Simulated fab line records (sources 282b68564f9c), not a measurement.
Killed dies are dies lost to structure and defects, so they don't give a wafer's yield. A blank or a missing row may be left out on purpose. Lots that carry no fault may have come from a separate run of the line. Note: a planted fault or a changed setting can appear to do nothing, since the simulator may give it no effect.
fab line records ; flow rit-cmos ; part 2 of 2: steps 36 to 48 of 48
[record] lots = 5; wafers = 15; last-day = 7
route steps=202 shown NLDD@109 PLDD@114 SPACER@125 NSD@131 PSD@142 SDANNEAL@153
lots that met no fault: taken from a fault-free run of the same line
start-h: hours from the record's first day to the start of the lot's first wafer shown ; wait-h: hours elapsed since this lot's preceding step ; " repeats the value in the row above ; L1.1+2: several wafers, shown together as one row ; - value missing, or start not given ; * or withheld: withheld ; < > ~ a bound
route shown NAME@n: a module of which the file shows steps, and the number in the route of the first ; usual: mean/standard deviation of fault-free wafers ; same: alike in all rows ; chamber/n: place in a boat ; sites: the reading at each site ; _std_site: their standard deviation ; _edge_site: the outer-site mean with the inner-site mean subtracted ; radius-mm: for every site, how far away it sits from the centre of the wafer ; mask NAME#n: copy n ; behind: the last tool/chamber to shape the wafer ; hold: reason for holding the lot/hours on hold/outcome of the hold ; device: whichever transistor did not switch (one of n, p or np) ; end of line: tests of these same wafers at the route's end ; a step given without rows: its recipe and nothing more ; killed: dies lost to structure and defects at the first sort, not the wafer's yield ; map: shows each die of a wafer: x if killed, . if not, _ if none is there
set.NAME: setting as actually run; set.NAME@STEP: the setting as run at that earlier step ; model.NAME: the simulator's own value behind a step, which no gauge read
a table for each step, a row for each wafer; lots at some steps of the route
services: a tool's chamber out of use, with start hour (start-h, from the record's first day; less than 0 if before it), hours out, and reason
[[steps]]
[step RIT_PSD_SOFTBAKE_02]
[recipe] resist = NOVOLAK; temp-c = 90; time-s = 60
lot.wafer;tool;chamber;start-h;wait-h
L074.1+3+4;litho-track-01;0;58.24;0.1
L081.1+2+4;litho-track-03;0;85.57;0.1
L085.3+4+6;litho-track-01;0;115.32;0.1
L091.1+2+5;litho-track-04;0;149.21;0.1
L093.2+4+6;litho-track-03;0;153.94;0.1
[step RIT_PSD_EXPOSE_03]
[recipe] mask-id = M10; na = 0.57; target-cd-nm = 40900; dose-mj = 250
lot.wafer;tool;chamber;start-h;wait-h;mask
L074.1+3+4;iline-stepper-02;0;58.51;0.2;M10#0
L081.1+2+4;iline-stepper-01;0;85.85;0.2;M10#0
L085.3+4+6;iline-stepper-01;0;115.58;0.2;M10#0
L091.1+2+5;iline-stepper-02;0;149.36;0.1;M10#0
L093.2+4+6;iline-stepper-01;0;154.13;0.2;M10#0
[step RIT_PSD_PEB_04]
[recipe] resist = NOVOLAK; temp-c = withheld; time-s = withheld
lot.wafer;tool;chamber;start-h;wait-h
L074.1+3+4;litho-track-01;0;58.63;0.1
L081.1+2+4;litho-track-03;0;85.97;0.1
L085.3+4+6;litho-track-03;0;115.71;0.1
L091.1+2+5;litho-track-04;0;149.48;0.1
L093.2+4+6;litho-track-01;0;154.38;0.2
[step RIT_PSD_DEVELOP_05]
[recipe] resist = NOVOLAK; develop-time-s = 50; dev-temp-c = 23
lot.wafer;tool;chamber;start-h;wait-h
L074.1+3+4;litho-track-01;0;-;-
L081.1+2+4;litho-track-03;0;-;-
L085.3+4+6;litho-track-03;0;-;-
L091.1+2+5;litho-track-04;0;-;-
L093.2+4+6;litho-track-01;0;-;-
[step RIT_PSD_OVL_MEAS_06]
[usual] PSD_OVL = 0.6/1.2
lot.wafer;tool;chamber;start-h;wait-h;PSD_OVL[nm]
L074.1;overlay-01;-;58.91;-;-2.2
L074.3;overlay-01;-;58.91;-;-1.3
L074.4;overlay-01;-;58.91;-;0.2
L081.1;overlay-02;-;86.25;-;1.6
L081.2;overlay-02;-;86.25;-;1.6
L081.4;overlay-02;-;86.25;-;1.3
L085.3;overlay-01;-;115.96;-;0.1
L085.4;overlay-01;-;115.96;-;0.3
L085.6;overlay-01;-;115.96;-;0.6
L091.1;overlay-02;-;149.76;-;-0.1
L091.2;overlay-02;-;149.76;-;2.9
L091.5;overlay-02;-;149.76;-;2.0
L093.2;overlay-02;-;154.65;-;0.8
L093.4;overlay-02;-;154.65;-;-0.1
L093.6;overlay-02;-;154.65;-;0.4
[step RIT_PSD_HARDBAKE_07]
[recipe] resist = NOVOLAK; temp-c = 140; time-s = 60
lot.wafer;tool;chamber;start-h;wait-h
L074.1+3+4;litho-track-04;0;58.95;0.0
L081.1+2+4;litho-track-01;0;86.29;0.0
L085.3+4+6;litho-track-04;0;116.03;0.1
L091.1+2+5;litho-track-04;0;149.80;0.0
L093.2+4+6;litho-track-01;0;154.82;0.2
[step RIT_PSD_IMPLANT_08]
[recipe] species = BF2; energy-kev = 27; dose-cm2 = 5e+15; tilt-deg = 7
lot.wafer;tool;chamber;start-h;wait-h
L074.1+3+4;implanter-02;0;59.10;0.1
L081.1+2+4;implanter-02;0;86.44;0.1
L085.3+4+6;implanter-03;0;116.18;0.1
L091.1+2+5;implanter-02;0;149.95;0.1
L093.2+4+6;implanter-01;0;154.97;0.1
[step RIT_PSD_STRIP_09]
[recipe] chemistry = O2; time-s = 180; resist = NOVOLAK; platen-temp-c = withheld; power-w = 500; pressure-mtorr = 4000; o2-flow-sccm = 4000
[usual] drypump-motor-current-A = 5.4/0.34; o2-flow-sccm = 4000/12
lot.wafer;tool;chamber;start-h;wait-h;drypump-motor-current-A;o2-flow-sccm;rf-hours-counter-h
L074.1;plasma-asher-02;1;59.25;0.1;5.4;4001;44
L074.3;plasma-asher-02;0;59.25;0.1;5.3;3986;-
L074.4;plasma-asher-02;1;59.25;0.1;5.4;4014;-
L081.1;plasma-asher-04;0;86.59;0.1;6.0;4000;44
L081.2;plasma-asher-04;1;86.59;0.1;5.3;3970;44
L081.4;plasma-asher-04;0;86.59;0.1;6.0;3988;-
L085.3;plasma-asher-01;0;116.34;0.1;5.0;3995;-
L085.4;plasma-asher-01;1;116.34;0.1;4.9;3992;-
L085.6;plasma-asher-01;1;116.34;0.1;4.9;3984;-
L091.1;plasma-asher-04;1;150.10;0.1;5.3;4002;3
L091.2;plasma-asher-04;0;150.10;0.1;5.9;4027;3
L091.5;plasma-asher-04;1;150.10;0.1;5.3;4002;-
L093.2;plasma-asher-04;0;155.09;0.1;5.9;3990;4
L093.4;plasma-asher-04;1;155.09;0.1;5.3;3998;-
L093.6;plasma-asher-04;0;155.09;0.1;5.9;3997;-
[step RIT_PSD_TW_MEAS_10]
[usual] PSD_TW = 3443/21
lot.wafer;tool;chamber;start-h;wait-h;PSD_TW
L074.1;film-metro-03;-;59.43;0.1;3450
L074.3;film-metro-03;-;59.43;0.1;3457
L074.4;film-metro-03;-;59.43;0.1;3457
L081.1;film-metro-03;-;86.76;0.1;3450
L081.2;film-metro-03;-;86.76;0.1;3439
L081.4;film-metro-03;-;86.76;0.1;3438
L085.3;film-metro-03;-;116.48;0.1;3431
L085.4;film-metro-03;-;116.48;0.1;3452
L085.6;film-metro-03;-;116.48;0.1;3431
L091.1;film-metro-04;-;150.27;0.1;3427
L091.2;film-metro-04;-;150.27;0.1;3405
L091.5;film-metro-04;-;150.27;0.1;3415
L093.2;film-metro-04;-;155.28;0.1;3416
L093.4;film-metro-04;-;155.28;0.1;3436
L093.6;film-metro-04;-;155.28;0.1;3415
[step RIT_SDANNEAL_CLEAN_00]
[recipe] chemistry = SC1; mix = 3:3:50; time-s = 600; temp-c = 75
[usual] bath-heat-duty-pct = 16.1/2.3
lot.wafer;tool;chamber;start-h;wait-h;bath-heat-duty-pct
L074.1;wet-bench-02;3;59.49;0.1;17.2
L074.3;wet-bench-02;3;59.49;0.1;17.0
L074.4;wet-bench-02;3;59.49;0.1;19.3
L081.1;wet-bench-01;1;86.82;0.1;18.9
L081.2;wet-bench-01;1;86.82;0.1;21.0
L081.4;wet-bench-01;1;86.82;0.1;20.5
L085.3;wet-bench-04;1;116.52;0.0;17.2
L085.4;wet-bench-04;1;116.52;0.0;16.3
L085.6;wet-bench-04;1;116.52;0.0;18.1
L091.1;wet-bench-01;1;150.33;0.1;19.7
L091.2;wet-bench-01;1;150.33;0.1;19.3
L091.5;wet-bench-01;1;150.33;0.1;18.2
L093.2;wet-bench-04;3;155.33;0.0;12.3
L093.4;wet-bench-04;3;155.33;0.0;13.0
L093.6;wet-bench-04;3;155.33;0.0;12.5
[step RIT_SDANNEAL_CLEAN_01]
[recipe] chemistry = dHF; dilution = 50:1; time-s = 30
lot.wafer;tool;chamber;start-h;wait-h
L074.1+3+4;wet-bench-04;1;59.68;0.0
L081.1+2+4;wet-bench-04;3;87.00;0.0
L085.3+4+6;wet-bench-02;3;116.71;0.0
L091.1+2+5;wet-bench-04;2;150.51;0.0
L093.2+4+6;wet-bench-01;1;155.52;0.0
[step RIT_SDANNEAL_CLEAN_02]
[recipe] chemistry = SC2; mix = 3:3:50; time-s = 600; temp-c = 75; dry = n2-spin
[usual] bath-heat-duty-pct = 15.9/2.5
lot.wafer;tool;chamber;start-h;wait-h;bath-heat-duty-pct
L074.1;wet-bench-01;0;59.69;0.0;15.9
L074.3;wet-bench-01;0;59.69;0.0;14.0
L074.4;wet-bench-01;0;59.69;0.0;14.7
L081.1;wet-bench-02;3;87.03;0.0;17.6
L081.2;wet-bench-02;3;87.03;0.0;16.7
L081.4;wet-bench-02;3;87.03;0.0;16.8
L085.3;wet-bench-01;1;116.72;0.0;21.2
L085.4;wet-bench-01;1;116.72;0.0;20.0
L085.6;wet-bench-01;1;116.72;0.0;20.0
L091.1;wet-bench-01;3;150.52;0.0;18.6
L091.2;wet-bench-01;3;150.52;0.0;16.8
L091.5;wet-bench-01;3;150.52;0.0;16.4
L093.2;wet-bench-02;0;155.54;0.0;14.5
L093.4;wet-bench-02;0;155.54;0.0;16.5
L093.6;wet-bench-02;0;155.54;0.0;14.6
[step RIT_SDANNEAL_RTA_03]
[recipe] temp-c = 1050; time-s = 5; idle-temp-c = 600; ramp-up-c-per-s = 342; ramp-down-c-per-s = 171; cool-to-c = 600; ambient = N2
[usual] wafer_temp_C_max = 1053.4/1.2
lot.wafer;tool;chamber;start-h;wait-h;wafer_temp_C_max
L074.1;rtp-anneal-02;0;59.87;0.0;1051.5
L074.3;rtp-anneal-02;0;59.87;0.0;1053.4
L074.4;rtp-anneal-02;0;59.87;0.0;1053.5
L081.1;rtp-anneal-01;0;87.22;0.0;1054.6
L081.2;rtp-anneal-01;0;87.22;0.0;1053.9
L081.4;rtp-anneal-01;0;87.22;0.0;1053.6
L085.3;rtp-anneal-01;0;116.93;0.0;1054.2
L085.4;rtp-anneal-01;0;116.93;0.0;1051.8
L085.6;rtp-anneal-01;0;116.93;0.0;1053.7
L091.1;rtp-anneal-01;0;150.70;0.0;1053.1
L091.2;rtp-anneal-01;0;150.70;0.0;1053.9
L091.5;rtp-anneal-01;0;150.70;0.0;1054.9
L093.2;rtp-anneal-02;0;155.90;0.0;1053.7
L093.4;rtp-anneal-02;0;155.90;0.0;1052.8
L093.6;rtp-anneal-02;0;155.90;0.0;1054.3
[[services]]
tool;chamber;start-h;hours;kind
plasma-asher-04;-;43.51;3.7;repair
implanter-03;-;50.85;3.1;repair
plasma-asher-04;-;51.11;3.1;repair
iline-stepper-01;-;51.70;3.5;repair
implanter-03;-;51.98;1.2;repair
rie-diel-04;2;62.58;1.5;repair
implanter-01;-;66.67;3.3;pm
implanter-03;-;67.06;5.6;pm
plasma-asher-03;-;69.14;3.4;repair
implanter-04;-;69.98;3.8;pm
plasma-asher-04;-;77.09;1.1;repair
iline-stepper-01;-;77.96;0.8;repair
rtp-anneal-02;-;80.50;6.7;pm
implanter-01;-;92.11;1.5;repair
implanter-01;-;98.33;10.6;repair
iline-stepper-02;-;99.40;1.7;pm
rie-diel-04;3;103.86;3.8;repair
plasma-asher-04;-;108.75;9.0;pm
plasma-asher-03;-;121.61;15.6;pm
implanter-01;-;124.51;4.6;pm
plasma-asher-04;-;131.12;4.3;pm
plasma-asher-03;-;146.76;0.7;repair
implanter-04;-;154.48;1.6;repair
implanter-02;-;155.14;5.4;pm
